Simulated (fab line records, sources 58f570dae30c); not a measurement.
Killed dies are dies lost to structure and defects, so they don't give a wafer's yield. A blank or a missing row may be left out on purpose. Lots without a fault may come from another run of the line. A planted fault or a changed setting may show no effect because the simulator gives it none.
A struck lot beside a sound one | flow berkeley_cmos170 | 15 steps out of a route of 331
Sound: wafers L947.2, L947.3, L947.4. Struck: wafers L954.2, L954.3, L954.4. The cause comes at the end.
At each step with rows: each side's tool, then ch and its chambers, then its first start. Under that, the readings that differ: sound wafers | struck wafers | difference of the means | sigmas: that difference in standard deviations of wafers without a fault.
alike: readings whose means differ by less than 2 such deviations, and words and numbers that are the same on both sides. not compared: withheld readings, readings that some wafer has no value for, bounds like >300 that may hide the same value, and numbers for which the record gives no deviation and whose values overlap.
The two part at a step that has a row with sigmas, a row that says differs or no value, or rows on one side only. Numbers that don't overlap but have no deviation are shown without sigmas and don't part them. A reading that every wafer of one side lacks parts them only if that side has two wafers or more.

first, 2 steps without rows for these wafers: UCB170_GATE_ANNEAL_03 (time 1800 s); UCB170_GATE_CVD_04 (deposits poly-Si from SiH4, time 1440 s, target thk 214 nm).
UCB170_GATE_THK_MEAS_05:
  sound on film_metro-03, day 7 15:16; struck on film_metro-04, day 9 06:41
  alike: GATE_POLY_THK
then, 6 steps without rows for these wafers: UCB170_GATE_COAT_06; UCB170_GATE_COAT_07 (resist thk 900 nm); UCB170_GATE_SOFTBAKE_08 (time 60 s); UCB170_GATE_EXPOSE_09 (exposes mask POLY, target cd 350 nm); UCB170_GATE_PEB_10; UCB170_GATE_DEVELOP_11 (develop time 45 s).
UCB170_GATE_CD_MEAS_12: target cd 350 nm.
  sound on cd_sem-01, day 7 16:52; struck on cd_sem-02, day 9 07:35
  alike: cd_nm
UCB170_GATE_OVL_MEAS_13:
  sound on overlay-02, day 7 16:59; struck on overlay-02, day 9 07:42
  alike: GATE_OVL
UCB170_GATE_ETCH_14: etches BARC in N2/H2.
  sound on rie_diel-02 ch 0,2,3, day 7 17:01; struck on rie_diel-02 ch 0,2,3, day 9 07:44
  alike: drypump_motor_current_A, oes_product_au, throttle_valve_pct
UCB170_GATE_ETCH_15: etches poly-Si in HBr/Cl2, stops on SiO2, time 56.3 s, target depth 278.2 nm.
  sound on rie_si-02 ch 1,2,3, day 7 17:03; struck on rie_si-02 ch 1,2,3, day 9 07:46
  reading                               | sound             | struck            | difference | sigmas
  oes_product_au (a.u.)                 | 0.817 0.832 0.842 | 0.926 0.976 0.961 | +0.124     | +7
  over_etch_frac                        | 0.3 0.3 0.3       | 0.06 0.06 0.06    | -0.24      |
  model.KrF_of_GATE_COAT_07.thk_nm (nm) | 781.6 779.7 780   | 795.4 797.6 799.2 | +17.0      |
  alike: drypump_motor_current_A, throttle_valve_pct
  not compared: rf_hours_counter_h
UCB170_GATE_STRIP_16: strips in O2.
  sound on plasma_asher-01 ch 0,1, day 7 17:06; struck on plasma_asher-01 ch 0,1, day 9 07:49
  alike: drypump_motor_current_A, oes_product_au
  not compared: rf_hours_counter_h
UCB170_M3_PROBE_99:
  sound on prober-01, day 9 09:40; struck on prober-01, day 10 23:35
  reading                                          | sound                         | struck                        | difference | sigmas
  model.etest.pldd.line_ohm_um                     | 1824 1864 1830                | 1896 1899 1901                | +59        |
  model.etest.pldd.rs_ohm_sq                       | 1130 1139 1126                | 1147 1160 1164                | +25        |
  model.etest.nldd.rs_ohm_sq                       | 765.7 772.1 760.5             | 800.3 801.6 803.3             | +35.6      |
  model.etest.poly_comb_over_steps.leak_log10_a_um | -13.02 -12.67 -12.73          | -5.247 -4.852 -5.672          | +7.550     |
  model.etest.antenna_poly.vt_shift_v (V)          | -0.006988 -0.008019 -0.005921 | -0.003197 0.0008492 -0.003748 | +0.004944  |
  alike: model.etest.poly_comb_over_steps.over_limit

WHERE THEY PART
Only at UCB170_GATE_ETCH_15, within this record. Later steps at which nothing parts them and some readings are alike: UCB170_GATE_STRIP_16, UCB170_M3_PROBE_99.

WHY: what the simulator had put in
Process parameter drift: rie_si-02, from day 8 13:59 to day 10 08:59, at UCB170_GATE_ETCH_15. Setting over_etch_frac, moved by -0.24, from 0.3.
